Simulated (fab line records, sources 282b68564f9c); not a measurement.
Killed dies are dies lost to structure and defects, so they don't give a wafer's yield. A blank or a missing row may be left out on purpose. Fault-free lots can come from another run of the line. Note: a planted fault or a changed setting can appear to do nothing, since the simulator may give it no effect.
Lot-split experiment :: flow rit-cmos :: on a route of 202 steps: 5 lots, 23 wafers read

== THE SPLIT ==
At RIT_NWELL_COAT_01 (resist thk 1300 nm), the setting resist-thk-nm was moved away from the recipe's 1300 nm on 9 of the 23 wafers read, by -4.5% to +1.9%. All remaining wafers had this setting at the recipe value.

== SPLIT TO READING: what lies between them in the file, 1 step ==
- RIT_NWELL_DEVELOP_05: develop time 68 s (also split here: develop-time-s)

== THE READING ==
NOVOLAK_of_NWELL_COAT_01.thk-nm (the simulator's own value, which no gauge read), in nm, at RIT_NWELL_HARDBAKE_07 (time 120 s). The file gives no usual value for it. Here, 14 wafers ran the recipe; their average is 1135 nm with a standard deviation of 2.3 nm.

wafer: L075.1
tool, chamber at the split: litho-track-04, 0
resist-thk-nm as run, nm: 1300
against the recipe: recipe
NOVOLAK_of_NWELL_COAT_01.thk-nm, nm: 1135
against lot-mates on the recipe: -

wafer: L075.5
tool, chamber at the split: litho-track-04, 0
resist-thk-nm as run, nm: 1300
against the recipe: recipe
NOVOLAK_of_NWELL_COAT_01.thk-nm, nm: 1135
against lot-mates on the recipe: -

wafer: L075.3
tool, chamber at the split: litho-track-04, 0
resist-thk-nm as run, nm: 1300
against the recipe: recipe
NOVOLAK_of_NWELL_COAT_01.thk-nm, nm: 1137
against lot-mates on the recipe: -

wafer: L076.2
tool, chamber at the split: litho-track-04, 0
resist-thk-nm as run, nm: 1325
against the recipe: +1.9%
NOVOLAK_of_NWELL_COAT_01.thk-nm, nm: 1157
against lot-mates on the recipe: +19

wafer: L076.3
tool, chamber at the split: litho-track-04, 0
resist-thk-nm as run, nm: 1300
against the recipe: recipe
NOVOLAK_of_NWELL_COAT_01.thk-nm, nm: 1139
against lot-mates on the recipe: -

wafer: L076.4
tool, chamber at the split: litho-track-04, 0
resist-thk-nm as run, nm: 1325
against the recipe: +1.9%
NOVOLAK_of_NWELL_COAT_01.thk-nm, nm: 1159
against lot-mates on the recipe: +21

wafer: L076.5
tool, chamber at the split: litho-track-04, 0
resist-thk-nm as run, nm: 1300
against the recipe: recipe
NOVOLAK_of_NWELL_COAT_01.thk-nm, nm: 1137
against lot-mates on the recipe: -

wafer: L076.6
tool, chamber at the split: litho-track-04, 0
resist-thk-nm as run, nm: 1325
against the recipe: +1.9%
NOVOLAK_of_NWELL_COAT_01.thk-nm, nm: 1158
against lot-mates on the recipe: +20

wafer: L077.1
tool, chamber at the split: litho-track-04, 0
resist-thk-nm as run, nm: 1300
against the recipe: recipe
NOVOLAK_of_NWELL_COAT_01.thk-nm, nm: 1131
against lot-mates on the recipe: -

wafer: L077.3
tool, chamber at the split: litho-track-04, 0
resist-thk-nm as run, nm: 1242
against the recipe: -4.5%
NOVOLAK_of_NWELL_COAT_01.thk-nm, nm: 1082
against lot-mates on the recipe: -52

wafer: L077.4
tool, chamber at the split: litho-track-04, 0
resist-thk-nm as run, nm: 1242
against the recipe: -4.5%
NOVOLAK_of_NWELL_COAT_01.thk-nm, nm: 1084
against lot-mates on the recipe: -50

wafer: L077.5
tool, chamber at the split: litho-track-04, 0
resist-thk-nm as run, nm: 1300
against the recipe: recipe
NOVOLAK_of_NWELL_COAT_01.thk-nm, nm: 1135
against lot-mates on the recipe: -

wafer: L077.6
tool, chamber at the split: litho-track-04, 0
resist-thk-nm as run, nm: 1300
against the recipe: recipe
NOVOLAK_of_NWELL_COAT_01.thk-nm, nm: 1135
against lot-mates on the recipe: -

wafer: L082.1
tool, chamber at the split: litho-track-02, 0
resist-thk-nm as run, nm: 1300
against the recipe: recipe
NOVOLAK_of_NWELL_COAT_01.thk-nm, nm: 1138
against lot-mates on the recipe: -

wafer: L082.2
tool, chamber at the split: litho-track-02, 0
resist-thk-nm as run, nm: 1300
against the recipe: recipe
NOVOLAK_of_NWELL_COAT_01.thk-nm, nm: 1138
against lot-mates on the recipe: -

wafer: L082.4
tool, chamber at the split: litho-track-02, 0
resist-thk-nm as run, nm: 1259
against the recipe: -3.2%
NOVOLAK_of_NWELL_COAT_01.thk-nm, nm: 1101
against lot-mates on the recipe: -35

wafer: L082.5
tool, chamber at the split: litho-track-02, 0
resist-thk-nm as run, nm: 1259
against the recipe: -3.2%
NOVOLAK_of_NWELL_COAT_01.thk-nm, nm: 1101
against lot-mates on the recipe: -35

wafer: L082.6
tool, chamber at the split: litho-track-02, 0
resist-thk-nm as run, nm: 1300
against the recipe: recipe
NOVOLAK_of_NWELL_COAT_01.thk-nm, nm: 1131
against lot-mates on the recipe: -

wafer: L083.1
tool, chamber at the split: litho-track-04, 0
resist-thk-nm as run, nm: 1280
against the recipe: -1.5%
NOVOLAK_of_NWELL_COAT_01.thk-nm, nm: 1120
against lot-mates on the recipe: -14

wafer: L083.2
tool, chamber at the split: litho-track-04, 0
resist-thk-nm as run, nm: 1300
against the recipe: recipe
NOVOLAK_of_NWELL_COAT_01.thk-nm, nm: 1135
against lot-mates on the recipe: -

wafer: L083.3
tool, chamber at the split: litho-track-04, 0
resist-thk-nm as run, nm: 1300
against the recipe: recipe
NOVOLAK_of_NWELL_COAT_01.thk-nm, nm: 1134
against lot-mates on the recipe: -

wafer: L083.6
tool, chamber at the split: litho-track-04, 0
resist-thk-nm as run, nm: 1300
against the recipe: recipe
NOVOLAK_of_NWELL_COAT_01.thk-nm, nm: 1134
against lot-mates on the recipe: -

wafer: L083.5
tool, chamber at the split: litho-track-04, 0
resist-thk-nm as run, nm: 1280
against the recipe: -1.5%
NOVOLAK_of_NWELL_COAT_01.thk-nm, nm: 1117
against lot-mates on the recipe: -17

THE FIT
A straight line over all 23 wafers: NOVOLAK_of_NWELL_COAT_01.thk-nm changes by +11.5 nm for each +1% of resist-thk-nm; r = +0.99; the points scatter about the line by 2.1 nm.
The same after taking each lot's own level away (the mean of its wafers on the recipe; 23 wafers): +11 nm for each +1%; r = +1.00; scatter 1.8 nm.
On that fit, the largest move of resist-thk-nm shifts the reading by 49 nm.
Measured against the standard deviation above, the lots' own levels, which go from 1133.7 to 1138.0 nm, span 1.9 times it.
Hence the lot-to-lot level has little effect on the slope; both slopes agree.
Check: for one of the wafers moved furthest among these (-4.5%), held out of the fit, the line's prediction against its lot-mates is -48.5 nm. Against them it came out at -51.7 nm.

== ADDITIONAL SPLITS CARRIED BY THESE WAFERS ==
Other splits were also applied to these wafers ahead of the reading. Each is held against what the fit with the lots' levels taken away leaves over:
other split on the same wafers: RIT_ACTIVE_OXIDATION_01 temp-c
wafers away from the commonest value: 18
r with NOVOLAK_of_NWELL_COAT_01.thk-nm (lot level and that fit taken away): -0.04

other split on the same wafers: RIT_ACTIVE_COAT_06 spin-rpm
wafers away from the commonest value: 7
r with NOVOLAK_of_NWELL_COAT_01.thk-nm (lot level and that fit taken away): +0.44

other split on the same wafers: RIT_ACTIVE_ETCH_13 over-etch-frac
wafers away from the commonest value: 5
r with NOVOLAK_of_NWELL_COAT_01.thk-nm (lot level and that fit taken away): +0.07

other split on the same wafers: RIT_FOX2_OXIDATION_00 temp-c
wafers away from the commonest value: 15
r with NOVOLAK_of_NWELL_COAT_01.thk-nm (lot level and that fit taken away): +0.12

other split on the same wafers: RIT_NWELL_DEVELOP_05 develop-time-s
wafers away from the commonest value: 9
r with NOVOLAK_of_NWELL_COAT_01.thk-nm (lot level and that fit taken away): +0.21

== THE WHOLE CHAIN: every reading that the file lists as answering this split, in the file's order ==
step: RIT_NWELL_COAT_01
what it does: resist thk 1300 nm
reading: NOVOLAK_of_NWELL_COAT_01.thk-nm (the simulator's own value, which no gauge read)
change (the file's fit): +12.9 nm for each +1% of the setting
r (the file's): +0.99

step: RIT_NWELL_HARDBAKE_07
what it does: time 120 s
reading: NOVOLAK_of_NWELL_COAT_01.thk-nm (the simulator's own value, which no gauge read)
change (the file's fit): +11.1 nm for each +1% of the setting
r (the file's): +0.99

== THE FILE'S OWN FIT ==
NOVOLAK_of_NWELL_COAT_01.thk-nm changes by +11.1 nm for each +1% of resist-thk-nm, r = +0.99.
